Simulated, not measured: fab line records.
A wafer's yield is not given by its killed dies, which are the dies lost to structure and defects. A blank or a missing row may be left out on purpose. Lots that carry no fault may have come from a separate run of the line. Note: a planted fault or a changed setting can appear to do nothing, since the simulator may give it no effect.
Split-lot trial + flow berkeleyCmos170 + route with 331 steps; 5 lots, 23 wafers read

== ABOUT THE SPLIT ==
At UCB170_PLDD_IMPLANT_08, the setting doseCm2 was moved away from the recipe's 5e+13 on 6 of the 23 wafers read, by -6.4% to -3.8%. The other wafers ran this setting at the recipe's value.

== FROM THE SPLIT TO THE READING: what the file shows between them, 6 steps ==
- UCB170_PSD_EXPOSE_03: exposes mask PSELECT MOD, target cd 1200 nm (also split here: doseMj)
- UCB170_PSD_PEB_04
- UCB170_PSD_DEVELOP_05: develop time 45 s
- UCB170_PSD_CD_MEAS_06: target cd 1200 nm
- UCB170_SDANNEAL_RTA_00: time 10 s (also split here: timeS)
- UCB170_SDANNEAL_RTA_01: time 5 s

== THE READING ==
Measured at UCB170_SDANNEAL_RS_MEAS_04 by four-point probe: PLDD_RS, in ohm/sq. Typical for fault-free wafers on this fab line: 1031 ohm/sq, with standard deviation 3.3 ohm/sq.

| wafer  | tool, chamber at the split | doseCm2 as run | against the recipe | PLDD_RS, ohm/sq | against lot-mates on the recipe |
|--------|----------------------------|----------------|--------------------|-----------------|---------------------------------|
| L074.1 | implanter-02, 0            | 5e+13          | recipe             | 1035            | -                               |
| L074.2 | implanter-02, 0            | 5e+13          | recipe             | 1033            | -                               |
| L074.4 | implanter-02, 0            | 5e+13          | recipe             | 1038            | -                               |
| L074.5 | implanter-02, 0            | 5e+13          | recipe             | 1038            | -                               |
| L074.6 | implanter-02, 0            | 5e+13          | recipe             | 1038            | -                               |
| L075.1 | implanter-01, 0            | 4.679e+13      | -6.4%              | 1052            | +28                             |
| L075.2 | implanter-01, 0            | 4.679e+13      | -6.4%              | 1049            | +25                             |
| L075.3 | implanter-01, 0            | 5e+13          | recipe             | 1025            | -                               |
| L075.4 | implanter-01, 0            | 5e+13          | recipe             | 1023            | -                               |
| L075.6 | implanter-01, 0            | 4.679e+13      | -6.4%              | 1053            | +29                             |
| L079.1 | implanter-03, 0            | 4.812e+13      | -3.8%              | 1031            | +14                             |
| L079.2 | implanter-03, 0            | 4.812e+13      | -3.8%              | 1032            | +14                             |
| L079.3 | implanter-03, 0            | 4.812e+13      | -3.8%              | 1031            | +14                             |
| L079.5 | implanter-03, 0            | 5e+13          | recipe             | 1016            | -                               |
| L079.6 | implanter-03, 0            | 5e+13          | recipe             | 1019            | -                               |
| L081.1 | implanter-02, 0            | 5e+13          | recipe             | 1030            | -                               |
| L081.2 | implanter-02, 0            | 5e+13          | recipe             | 1029            | -                               |
| L081.4 | implanter-02, 0            | 5e+13          | recipe             | 1030            | -                               |
| L081.5 | implanter-02, 0            | 5e+13          | recipe             | 1031            | -                               |
| L081.6 | implanter-02, 0            | 5e+13          | recipe             | 1029            | -                               |
| L085.1 | implanter-02, 0            | 5e+13          | recipe             | 1032            | -                               |
| L085.3 | implanter-02, 0            | 5e+13          | recipe             | 1031            | -                               |
| L085.6 | implanter-02, 0            | 5e+13          | recipe             | 1028            | -                               |

FIT RESULTS
A straight line over all 23 wafers: PLDD_RS changes by -2.73 ohm/sq for each +1% of doseCm2; r = -0.71; the points scatter about the line by 6.6 ohm/sq.
The same after taking each lot's own level away (the mean of its wafers on the recipe; 23 wafers): -4.13 ohm/sq for each +1%; r = -0.99; scatter 1.7 ohm/sq.
That fit puts the effect of the largest move of doseCm2 on the reading at 27 ohm/sq.
The lots' own levels span 1017.5 to 1036.4 ohm/sq, that is 5.7 times the standard deviation above.
So the lot-to-lot level blurs the effect unless lot-mates are compared.
Check: +25.9 ohm/sq against its lot-mates is what the line predicts for one of the wafers moved furthest among these (-6.4%) when that wafer is left out of the fit. It came out at +28 ohm/sq against them.

== ADDITIONAL SPLITS CARRIED BY THESE WAFERS ==
These wafers also went through other splits before the reading. Each is held against what the fit with the lots' levels taken away leaves over:
| other split on the same wafers    | wafers away from the commonest value | r with PLDD_RS (lot level and that fit taken away) |
|-----------------------------------|--------------------------------------|----------------------------------------------------|
| UCB170_GATE_ETCH_14 pressureMtorr | 10                                   | -0.22                                              |
| UCB170_PSD_EXPOSE_03 doseMj       | 8                                    | -0.18                                              |
| UCB170_SDANNEAL_RTA_00 timeS      | 7                                    | +0.15                                              |

== FILE'S OWN FIT ==
PLDD_RS changes by -4.12 ohm/sq for each +1% of doseCm2, r = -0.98.
